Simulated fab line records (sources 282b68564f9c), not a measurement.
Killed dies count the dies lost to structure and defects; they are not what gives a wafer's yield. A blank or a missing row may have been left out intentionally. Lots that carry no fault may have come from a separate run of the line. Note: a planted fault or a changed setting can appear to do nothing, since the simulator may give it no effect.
Code-filled problem report in 8D (eight disciplines) form :: flow rit_cmos :: the parts of the form that need people (team, actions taken, sign-off) are left out

== 1. WHAT WENT WRONG ==
Mean GATE_OXIDE_THK at RIT_GATE_THK_MEAS_07: 3.37 nm over 6 wafers in 2 lots; fault-free wafers: 2.98 nm, standard deviation 0.059. Relative to the usual mean, that is a shift of +6.5 standard deviations.
The first sign was on wafer L398.3 at day 4 20:53, on film_metro-03. Wafers with a number at this step in the record: 42, from 14 lots. Rule for "out" (also "out of limits"): further than 4 standard deviations from the usual mean. The rest of the wafers with a number are treated as sound.

== 2. WHAT IT IS; WHAT IT IS NOT ==
question: which readings at this step
is: GATE_OXIDE_THK
is not: -

question: which lots
is: L398, L403
is not: L390, L391, L394, L395, L396, L397, L404, L406, L408, L409, L410, L411

question: which wafers of those lots
is: all that have a number
is not: -

question: read on which gauges
is: film_metro-03, film_metro-04
is not: film_metro-02

question: when
is: from day 4 20:53
is not: up to then (18 sound wafers); but 18 sound wafers of L404, L406, L408, L409, L410, L411 came after

== 3. THE SUSPECTS, EACH WITH WHAT RULES IT OUT ==
Counting: any tool at a process step up to the reading is kept as a suspect provided that every lot that is out went through it and no sound lot did after the first of them.
- ruled out: the gauge at RIT_GATE_THK_MEAS_07. The wafers that are out were read on 2 gauges (film_metro-03, film_metro-04).
- furnace-04 at RIT_GATE_OXIDATION_05 (target thk 3 nm, ox time 270 s): kept. Every lot that is out went through it, starting with L398 (day 4 17:55), and after that it ran no sound lot; the last sound lot it ran before then is L396 (day 4 01:21).
Remaining after the count: furnace-04 at RIT_GATE_OXIDATION_05.

== 4. THE CAUSE (what the simulator had put in) ==
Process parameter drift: furnace-04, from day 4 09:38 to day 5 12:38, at RIT_GATE_OXIDATION_05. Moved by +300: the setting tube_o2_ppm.
Counting left only this tool.

== 5. SEQUENCE OF EFFECTS, ordered by route ==
Rows list readings where the struck wafers' mean (over those with a number) sits beyond 3 standard deviations from the usual. Only readings whose record carries a usual standard deviation are examined. hours: median over the lots of the time between each lot's start at the first step of this table that gives one and its start at this step. sigmas: the change, counted in usual standard deviations.
hours: 0
step: RIT_GATE_THK_MEAS_07
reading: GATE_OXIDE_THK
usual: 2.98 nm
on struck wafers: 3.37
change: +0.39
sigmas: +6.5

== 6. WHAT WOULD HAVE CAUGHT IT SOONER ==
The first out-of-limits reading at a measuring or inspecting step in this record came at day 4 20:53, 11 hours after the fault's start at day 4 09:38.
An alarm limit of 4 standard deviations would not have fired on the tool readings at RIT_GATE_OXIDATION_05 for which the record gives a usual standard deviation, since none of them was out on any struck wafer.
L403, from the lots that are out (2), started RIT_GATE_OXIDATION_05 on furnace-04 later than day 4 20:53. A hold on the tool at that time would have spared it.
